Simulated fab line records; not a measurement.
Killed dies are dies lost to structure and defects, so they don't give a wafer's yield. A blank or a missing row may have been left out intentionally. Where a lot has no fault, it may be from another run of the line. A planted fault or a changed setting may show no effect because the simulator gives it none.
The tool behind it: which one? | flow berkeley-cmos170 | 15 lots with 45 wafers sampled at 5 steps, on a route of 331 steps

## WHAT THE GAUGES READ, wafer by wafer
UCB170_NWELL_THK_MEAS_02.
lot  | measured    | on            | NWELL_OXIDE_THK (nm)
L662 | day 2 01:33 | film-metro-02 | 26.3 26.3 26.6
L664 | day 2 13:15 | film-metro-02 | 27.0 26.8 26.9
L665 | day 2 19:31 | film-metro-03 | 26.4 26.6 26.8
L666 | day 3 01:14 | film-metro-02 | 26.8 26.7 26.5
L667 | day 3 05:26 | film-metro-03 | 26.4 27.5 27.1
L668 | day 3 10:14 | film-metro-01 | 26.6 26.7 26.4
L669 | day 3 16:49 | film-metro-01 | 26.5 26.7 26.5
L670 | day 3 21:20 | film-metro-02 | 26.8 27.2 26.3
L671 | day 4 02:01 | film-metro-03 | 27.0 26.5 26.9
L672 | day 4 10:05 | film-metro-02 | 26.8 26.0 26.3
L673 | day 4 17:45 | film-metro-03 | 27.4 26.9 27.4
L674 | day 4 20:27 | film-metro-01 | 41.5 41.5 41.3
L676 | day 5 09:07 | film-metro-03 | 40.1 39.4 39.9
L679 | day 5 21:33 | film-metro-01 | 39.6 40.0 38.9
L683 | day 6 20:25 | film-metro-02 | 27.2 27.5 27.4

UCB170_NWELL_TW_MEAS_16.
lot  | measured    | on            | NWELL_TW
L662 | day 2 12:28 | film-metro-01 | 1230 1235 1230
L664 | day 2 21:21 | film-metro-02 | 1252 1254 1255
L665 | day 3 01:08 | film-metro-03 | 1235 1242 1236
L666 | day 3 08:49 | film-metro-02 | 1244 1251 1248
L667 | day 3 14:38 | film-metro-03 | 1233 1235 1237
L668 | day 3 19:05 | film-metro-01 | 1236 1232 1238
L669 | day 4 00:11 | film-metro-02 | 1247 1248 1250
L670 | day 4 06:35 | film-metro-03 | 1227 1229 1231
L671 | day 4 09:13 | film-metro-02 | 1253 1252 1246
L672 | day 4 21:07 | film-metro-03 | 1232 1231 1229
L673 | day 5 03:58 | film-metro-01 | 1237 1239 1239
L674 | day 5 03:33 | film-metro-01 | 1235 1237 1235
L676 | day 5 15:38 | film-metro-03 | 1235 1239 1235
L679 | day 6 04:02 | film-metro-03 | 1233 1229 1230
L683 | day 7 04:13 | film-metro-02 | 1251 1251 1252

UCB170_ACTIVE_CD_MEAS_13: the cd target is 1200 nm.
lot  | measured    | on        | cd-nm (nm)
L662 | day 4 11:50 | cd-sem-02 | 1199.0 1199.1 1199.1
L664 | day 4 23:33 | cd-sem-01 | 1200.9 1202.9 1202.8
L665 | day 4 23:46 | cd-sem-02 | 1198.4 1199.7 1200.0
L666 | day 5 11:26 | cd-sem-02 | 1201.4 1202.5 1202.0
L667 | day 5 19:55 | cd-sem-02 | 1198.6 1198.9 1199.8
L668 | day 5 19:41 | cd-sem-02 | 1201.2 1201.6 1202.0
L669 | day 6 13:52 | cd-sem-01 | 1198.7 1201.6 1199.5
L670 | day 6 13:35 | cd-sem-02 | 1201.1 1200.0 1200.2
L671 | day 6 14:10 | cd-sem-01 | 1199.3 1199.2 1200.5
L672 | day 7 02:20 | cd-sem-02 | 1199.9 1199.6 1201.0
L673 | day 7 08:21 | cd-sem-01 | 1199.3 1198.7 1197.4
L674 | day 7 08:05 | cd-sem-02 | 1196.0 1196.9 1197.3
L676 | day 7 23:05 | cd-sem-01 | 1200.6 1199.8 1202.3
L679 | day 8 01:57 | cd-sem-02 | 1199.7 1200.4 1201.8
L683 | day 9 05:48 | cd-sem-01 | 1201.6 1201.2 1200.2

## WHICH TOOL RAN EACH LOT (tool, then ch and the chambers of the sampled wafers, then the start)
lot  | UCB170_ZERO_STRIP_07                | UCB170_NWELL_OXIDATION_01
L662 | plasma-asher-02 ch 0,1, day 1 21:52 | furnace-03 ch 0, day 2 00:10
L664 | plasma-asher-01 ch 0,1, day 2 09:03 | furnace-03 ch 0, day 2 11:52
L665 | plasma-asher-02 ch 0,1, day 2 14:08 | furnace-04 ch 0, day 2 18:10
L666 | plasma-asher-04 ch 0,1, day 2 20:57 | furnace-04 ch 0, day 2 23:53
L667 | plasma-asher-01 ch 0,1, day 3 00:13 | furnace-04 ch 0, day 3 04:05
L668 | plasma-asher-04 ch 0,1, day 3 06:37 | furnace-01 ch 0, day 3 08:51
L669 | plasma-asher-04 ch 0,1, day 3 12:24 | furnace-03 ch 0, day 3 15:28
L670 | plasma-asher-02 ch 0,1, day 3 17:01 | furnace-03 ch 0, day 3 19:59
L671 | plasma-asher-04 ch 1, day 3 19:55   | furnace-04 ch 0, day 4 00:40
L672 | plasma-asher-02 ch 0,1, day 4 04:09 | furnace-04 ch 0, day 4 08:43
L673 | plasma-asher-01 ch 0,1, day 4 10:57 | furnace-01 ch 0, day 4 16:23
L674 | plasma-asher-02 ch 0,1, day 4 11:13 | furnace-01 ch 0, day 4 16:23
L676 | plasma-asher-02 ch 0,1, day 4 21:41 | furnace-01 ch 0, day 5 02:24
L679 | plasma-asher-04 ch 0,1, day 5 13:19 | furnace-01 ch 0, day 5 17:16
L683 | plasma-asher-04 ch 0,1, day 6 15:57 | furnace-01 ch 0, day 6 19:03
- UCB170_ZERO_STRIP_07: strips in O2.
- UCB170_NWELL_OXIDATION_01: target thk 26.4 nm, ox time 1260 s.

## AS READ BY THE TOOLS THEMSELVES (means over the sampled wafers that have a number; for cases with no such wafer, the mark the record gives instead)
UCB170_ZERO_STRIP_07.
lot  | tool            | drypump-motor-current-A (A) | oes-product-au (a.u.) | strip-time-to-endpoint-s (s)
L662 | plasma-asher-02 | 5.6                         | 0.729                 | 21.51
L664 | plasma-asher-01 | 5.0                         | 0.728                 | 21.57
L665 | plasma-asher-02 | 5.5                         | 0.725                 | 21.49
L666 | plasma-asher-04 | 6.4                         | 0.726                 | 21.51
L667 | plasma-asher-01 | 5.0                         | 0.727                 | 21.53
L668 | plasma-asher-04 | 6.1                         | 0.729                 | 21.39
L669 | plasma-asher-04 | 6.1                         | 0.728                 | 21.48
L670 | plasma-asher-02 | 5.9                         | 0.726                 | 21.52
L671 | plasma-asher-04 | 5.9                         | 0.725                 | 21.59
L672 | plasma-asher-02 | 5.5                         | 0.731                 | 21.54
L673 | plasma-asher-01 | 5.0                         | 0.730                 | 21.54
L674 | plasma-asher-02 | 5.9                         | 0.730                 | 21.45
L676 | plasma-asher-02 | 5.9                         | 0.724                 | 21.45
L679 | plasma-asher-04 | 6.4                         | 0.727                 | 21.48
L683 | plasma-asher-04 | 6.1                         | 0.725                 | 21.49

## THE ANSWER, worked out from the rows above alone
Rule: the lots themselves supply what counts as usual. Put in order of their means at a reading, lots are off if they are a third of the lots or fewer, leave a main group of 4 or more, and stand apart from it by a gap of 3 or more times the standard deviation of the main group's means; of several such gaps the widest counts. A main group whose means are all the same, to the digits that the tables above print for the reading, isn't used. Also off: a lot with no number at a reading for which 4 or more lots have one. Where the step has rows for the other lots, those lots are counted as sound. First the gauges in route order, then the tools' own readings, where a lot's mean is used as printed above. At the first step where some lot is off, the reading lying furthest off is the one used; lots without a number count as furthest.
Off: L674, L676, L679, at UCB170_NWELL_THK_MEAS_02 (NWELL_OXIDE_THK). Main group: mean 26.8 nm, sd 0.3.
If a tool, at a process step before that reading, ran all the lots that are off and no sound lot after the first of them, it fits. Those tools and the gauges at UCB170_NWELL_THK_MEAS_02 are tried in the same way. Not one of the candidates tried fits.

## WHAT WAS PUT IN BY THE SIMULATOR
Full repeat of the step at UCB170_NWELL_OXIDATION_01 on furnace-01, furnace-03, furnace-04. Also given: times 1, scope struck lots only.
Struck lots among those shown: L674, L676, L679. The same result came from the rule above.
